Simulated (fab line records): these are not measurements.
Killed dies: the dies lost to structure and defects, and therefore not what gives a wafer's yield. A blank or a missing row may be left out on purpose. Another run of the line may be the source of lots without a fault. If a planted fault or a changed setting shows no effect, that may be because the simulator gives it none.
Split-lot trial :: flow berkeley_cmos170 :: 23 wafers read from 5 lots, route of 331 steps

## ABOUT THE SPLIT
At UCB170_CONTACT_COAT_10 (resist thk 900 nm), the setting spin_rpm was moved away from the recipe's 1500 rpm on 8 of the 23 wafers read, by -6.5% to -3.2%. This setting was run at the recipe's value on the other wafers.

## FROM THE SPLIT TO THE READING: what the file shows between them, 3 steps
- UCB170_CONTACT_SOFTBAKE_11: time 60 s
- UCB170_CONTACT_EXPOSE_12: exposes mask CONT, target cd 700 nm
- UCB170_CONTACT_ETCH_17: etches BARC in N2/H2

## THE READING
KrF_of_CONTACT_COAT_10.thk_nm (the simulator's own value, which no gauge read), in nm, at UCB170_CONTACT_ETCH_18 (etches PSG in CHF3/CF4/Ar, stops on TiSi2, target depth 840 nm, time 195 s). The file gives no usual value for it. The 15 wafers here that ran the recipe average 690.8 nm, standard deviation 3.4 nm.

wafer: L075.1
tool, chamber at the split: litho_track-04, 0
spin_rpm as run, rpm: 1500
against the recipe: recipe
KrF_of_CONTACT_COAT_10.thk_nm, nm: 690.5
against lot-mates on the recipe: -

wafer: L075.2
tool, chamber at the split: litho_track-04, 0
spin_rpm as run, rpm: 1452
against the recipe: -3.2%
KrF_of_CONTACT_COAT_10.thk_nm, nm: 705.6
against lot-mates on the recipe: +14.9

wafer: L075.3
tool, chamber at the split: litho_track-04, 0
spin_rpm as run, rpm: 1452
against the recipe: -3.2%
KrF_of_CONTACT_COAT_10.thk_nm, nm: 705.3
against lot-mates on the recipe: +14.6

wafer: L075.4
tool, chamber at the split: litho_track-04, 0
spin_rpm as run, rpm: 1500
against the recipe: recipe
KrF_of_CONTACT_COAT_10.thk_nm, nm: 690.9
against lot-mates on the recipe: -

wafer: L075.5
tool, chamber at the split: litho_track-04, 0
spin_rpm as run, rpm: 1452
against the recipe: -3.2%
KrF_of_CONTACT_COAT_10.thk_nm, nm: 704.6
against lot-mates on the recipe: +13.9

wafer: L076.1
tool, chamber at the split: litho_track-03, 0
spin_rpm as run, rpm: 1500
against the recipe: recipe
KrF_of_CONTACT_COAT_10.thk_nm, nm: 692.2
against lot-mates on the recipe: -

wafer: L076.3
tool, chamber at the split: litho_track-03, 0
spin_rpm as run, rpm: 1403
against the recipe: -6.5%
KrF_of_CONTACT_COAT_10.thk_nm, nm: 716.1
against lot-mates on the recipe: +26.8

wafer: L076.4
tool, chamber at the split: litho_track-03, 0
spin_rpm as run, rpm: 1403
against the recipe: -6.5%
KrF_of_CONTACT_COAT_10.thk_nm, nm: 718.2
against lot-mates on the recipe: +28.9

wafer: L076.5
tool, chamber at the split: litho_track-03, 0
spin_rpm as run, rpm: 1500
against the recipe: recipe
KrF_of_CONTACT_COAT_10.thk_nm, nm: 686.9
against lot-mates on the recipe: -

wafer: L076.6
tool, chamber at the split: litho_track-03, 0
spin_rpm as run, rpm: 1500
against the recipe: recipe
KrF_of_CONTACT_COAT_10.thk_nm, nm: 688.9
against lot-mates on the recipe: -

wafer: L079.1
tool, chamber at the split: litho_track-01, 0
spin_rpm as run, rpm: 1415
against the recipe: -5.7%
KrF_of_CONTACT_COAT_10.thk_nm, nm: 718.1
against lot-mates on the recipe: +32.6

wafer: L079.2
tool, chamber at the split: litho_track-01, 0
spin_rpm as run, rpm: 1415
against the recipe: -5.7%
KrF_of_CONTACT_COAT_10.thk_nm, nm: 712.6
against lot-mates on the recipe: +27.1

wafer: L079.3
tool, chamber at the split: litho_track-01, 0
spin_rpm as run, rpm: 1500
against the recipe: recipe
KrF_of_CONTACT_COAT_10.thk_nm, nm: 686.8
against lot-mates on the recipe: -

wafer: L079.5
tool, chamber at the split: litho_track-01, 0
spin_rpm as run, rpm: 1415
against the recipe: -5.7%
KrF_of_CONTACT_COAT_10.thk_nm, nm: 714.2
against lot-mates on the recipe: +28.8

wafer: L079.6
tool, chamber at the split: litho_track-01, 0
spin_rpm as run, rpm: 1500
against the recipe: recipe
KrF_of_CONTACT_COAT_10.thk_nm, nm: 684.1
against lot-mates on the recipe: -

wafer: L078.1
tool, chamber at the split: litho_track-04, 0
spin_rpm as run, rpm: 1500
against the recipe: recipe
KrF_of_CONTACT_COAT_10.thk_nm, nm: 692.4
against lot-mates on the recipe: -

wafer: L078.3
tool, chamber at the split: litho_track-04, 0
spin_rpm as run, rpm: 1500
against the recipe: recipe
KrF_of_CONTACT_COAT_10.thk_nm, nm: 693.4
against lot-mates on the recipe: -

wafer: L078.5
tool, chamber at the split: litho_track-04, 0
spin_rpm as run, rpm: 1500
against the recipe: recipe
KrF_of_CONTACT_COAT_10.thk_nm, nm: 690.5
against lot-mates on the recipe: -

wafer: L082.1
tool, chamber at the split: litho_track-04, 0
spin_rpm as run, rpm: 1500
against the recipe: recipe
KrF_of_CONTACT_COAT_10.thk_nm, nm: 693.9
against lot-mates on the recipe: -

wafer: L082.2
tool, chamber at the split: litho_track-04, 0
spin_rpm as run, rpm: 1500
against the recipe: recipe
KrF_of_CONTACT_COAT_10.thk_nm, nm: 697
against lot-mates on the recipe: -

wafer: L082.3
tool, chamber at the split: litho_track-04, 0
spin_rpm as run, rpm: 1500
against the recipe: recipe
KrF_of_CONTACT_COAT_10.thk_nm, nm: 687
against lot-mates on the recipe: -

wafer: L082.4
tool, chamber at the split: litho_track-04, 0
spin_rpm as run, rpm: 1500
against the recipe: recipe
KrF_of_CONTACT_COAT_10.thk_nm, nm: 693.7
against lot-mates on the recipe: -

wafer: L082.6
tool, chamber at the split: litho_track-04, 0
spin_rpm as run, rpm: 1500
against the recipe: recipe
KrF_of_CONTACT_COAT_10.thk_nm, nm: 694.4
against lot-mates on the recipe: -

FIT RESULTS
A straight line over all 23 wafers: KrF_of_CONTACT_COAT_10.thk_nm changes by -4.2 nm for each +1% of spin_rpm; r = -0.96; the points scatter about the line by 3.1 nm.
The same after taking each lot's own level away (the mean of its wafers on the recipe; 23 wafers): -4.75 nm for each +1%; r = -0.98; scatter 2.5 nm.
Per that fit: largest spin_rpm move, reading shift of 31 nm.
Across the lots, their own levels run from 685.45 to 693.20 nm, a range of 2.3 times the standard deviation given above.
Hence the slope depends on the lot-to-lot level, as the two fits are not the same.
Check: with one of the wafers moved furthest among these (-6.5%) left out of the fit, the line predicts +31.7 nm for it against its lot-mates. Against them it came out at +26.8 nm.

## ADDITIONAL SPLITS CARRIED BY THESE WAFERS
Before the reading, these wafers also passed through other splits. Each is held against what the fit with the lots' levels taken away leaves over:
other split on the same wafers: UCB170_GATE_EXPOSE_09 dose_mj
wafers away from the commonest value: 7
r with KrF_of_CONTACT_COAT_10.thk_nm (lot level and that fit taken away): -0.15

other split on the same wafers: UCB170_GATE_ETCH_14 bias_w
wafers away from the commonest value: 5
r with KrF_of_CONTACT_COAT_10.thk_nm (lot level and that fit taken away): +0.07

other split on the same wafers: UCB170_PLDD_COAT_01 spin_rpm
wafers away from the commonest value: 8
r with KrF_of_CONTACT_COAT_10.thk_nm (lot level and that fit taken away): -0.11

other split on the same wafers: UCB170_NLDD_IMPLANT_09 energy_kev
wafers away from the commonest value: 9
r with KrF_of_CONTACT_COAT_10.thk_nm (lot level and that fit taken away): -0.21

other split on the same wafers: UCB170_PSD_IMPLANT_08 energy_kev
wafers away from the commonest value: 4
r with KrF_of_CONTACT_COAT_10.thk_nm (lot level and that fit taken away): +0.16

other split on the same wafers: UCB170_NSD_EXPOSE_03 dose_mj
wafers away from the commonest value: 4
r with KrF_of_CONTACT_COAT_10.thk_nm (lot level and that fit taken away): -0.23

other split on the same wafers: UCB170_CONTACT_CVD_01 time_s
wafers away from the commonest value: 15
r with KrF_of_CONTACT_COAT_10.thk_nm (lot level and that fit taken away): -0.01

## THE WHOLE CHAIN: every reading that the file lists as answering this split, in the file's order
step: UCB170_CONTACT_COAT_10
what it does: resist thk 900 nm
reading: KrF_of_CONTACT_COAT_10.thk_nm (the simulator's own value, which no gauge read)
change (the file's fit): -4.83 nm for each +1% of the setting
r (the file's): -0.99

step: UCB170_CONTACT_ETCH_18
what it does: etches PSG in CHF3/CF4/Ar, stops on TiSi2, target depth 840 nm, time 195 s
reading: KrF_of_CONTACT_COAT_10.thk_nm (the simulator's own value, which no gauge read)
change (the file's fit): -4.68 nm for each +1% of the setting
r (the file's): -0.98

## FILE'S OWN FIT
KrF_of_CONTACT_COAT_10.thk_nm changes by -4.68 nm for each +1% of spin_rpm, r = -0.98.
